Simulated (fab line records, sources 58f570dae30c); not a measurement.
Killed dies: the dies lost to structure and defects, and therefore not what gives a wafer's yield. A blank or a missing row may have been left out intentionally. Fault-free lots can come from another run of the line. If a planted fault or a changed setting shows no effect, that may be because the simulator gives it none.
Check of tool commonality    flow berkeley cmos170    14 lots, 42 wafers sampled

== THE REASON FOR OPENING IT ==
UCB170_PWELL_THK_MEAS_06, reading PWELL_NITRIDE_THK: flagged on 2 of 14 lots. Wafers without a fault read 219.6 nm, standard deviation 1.6.
Rule: a lot gets a flag if all its wafers with a number sit over 4 standard deviations from that mean, or if no wafer of it has a number. The rest of the lots are taken to be sound.

lot   measured     on             PWELL_NITRIDE_THK (nm), wafer by wafer  flag
L620  day 3 09:32  film metro-02  217.6 217.4 220.1                       
L621  day 3 16:13  film metro-02  217.4 216.9 217.7                       
L622  day 3 16:13  film metro-01  218.1 219.8 221.6                       
L623  day 3 16:14  film metro-03  221.3 223.1 220.5                       
L624  day 4 05:57  film metro-03  221.0 219.3 219.9                       
L626  day 4 12:07  film metro-03  220.3 219.5 221.6                       
L627  day 5 01:54  film metro-02  218.9 220.8 219.3                       
L630  day 5 11:05  film metro-02  222.6 221.2 220.2                       
L632  day 5 19:01  film metro-02  233.7 233.1 232.7                       FLAGGED
L631  day 5 19:02  film metro-01  233.2 233.1 232.7                       FLAGGED
L641  day 7 17:20  film metro-03  219.8 219.4 219.1                       
L639  day 7 17:21  film metro-01  218.3 217.1 217.2                       
L640  day 7 17:21  film metro-02  216.6 218.7 217.5                       
L642  day 7 17:23  film metro-03  218.2 219.7 219.0                       
The numbers of the flagged lots are 233.1 nm on average: +13.5 nm against the usual, or +8 standard deviations.

== TOOL THAT RAN EACH LOT ==
The record keeps 1 process step preceding the reading, out of 331 steps on the route. In each cell: the tool, then ch and the chambers that the sampled wafers went through, then the start.
lot   flag     UCB170_PWELL_CVD_05
L620           lpcvd-02 ch 1, day 3 07:37
L621           lpcvd-02 ch 1, day 3 14:17
L622           lpcvd-02 ch 0, day 3 14:17
L623           lpcvd-02 ch 1, day 3 14:17
L624           lpcvd-01 ch 0, day 4 04:02
L626           lpcvd-02 ch 1, day 4 10:12
L627           lpcvd-02 ch 0, day 4 23:58
L630           lpcvd-01 ch 0, day 5 09:08
L632  FLAGGED  lpcvd-01 ch 0, day 5 17:06
L631  FLAGGED  lpcvd-01 ch 1, day 5 17:06
L641           lpcvd-02 ch 1, day 7 15:25
L639           lpcvd-02 ch 1, day 7 15:25
L640           lpcvd-02 ch 1, day 7 15:25
L642           lpcvd-02 ch 1, day 7 15:25
What is done by these steps:
- UCB170_PWELL_CVD_05: deposits Si3N4 from SiH2Cl2/NH3, target thk 220 nm, time 3300 s.
- UCB170_PWELL_THK_MEAS_06

== FLAGGED OVER TOTAL, TOOL BY TOOL (the gauges that took the reading come last) ==
step                      tool           lots run  flagged  share of the flagged lots  sound lots run after its first flagged lot
UCB170_PWELL_CVD_05       lpcvd-01       4         2        all                        0
UCB170_PWELL_CVD_05       lpcvd-02       10        0        none                       -
UCB170_PWELL_THK_MEAS_06  film metro-01  3         1        some                       1 (L639)
UCB170_PWELL_THK_MEAS_06  film metro-02  6         1        some                       1 (L640)
UCB170_PWELL_THK_MEAS_06  film metro-03  5         0        none                       -

== THE TABLE: WHAT IT ALLOWS ==
All flagged lots share 1 row of the table, namely lpcvd-01 at UCB170_PWELL_CVD_05.
- lpcvd-01 at UCB170_PWELL_CVD_05 ran 4 lots, 2 of them flagged. Its last sound lot is L630 (day 5 09:08), its first flagged lot L631 (day 5 17:06): a fault that began between those two fits. Its own readings lie more than 4 standard deviations out on every wafer of the flagged lots: pressure mtorr.
lpcvd-01 at UCB170_PWELL_CVD_05 is the single tool remaining.

== WHAT WAS PUT IN BY THE SIMULATOR ==
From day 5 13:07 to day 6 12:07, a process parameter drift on lpcvd-01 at UCB170_PWELL_CVD_05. Setting pressure mtorr, moved by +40, from 200. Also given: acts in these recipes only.
Struck lots among those shown: L632, L631. Same finding as the rule above.
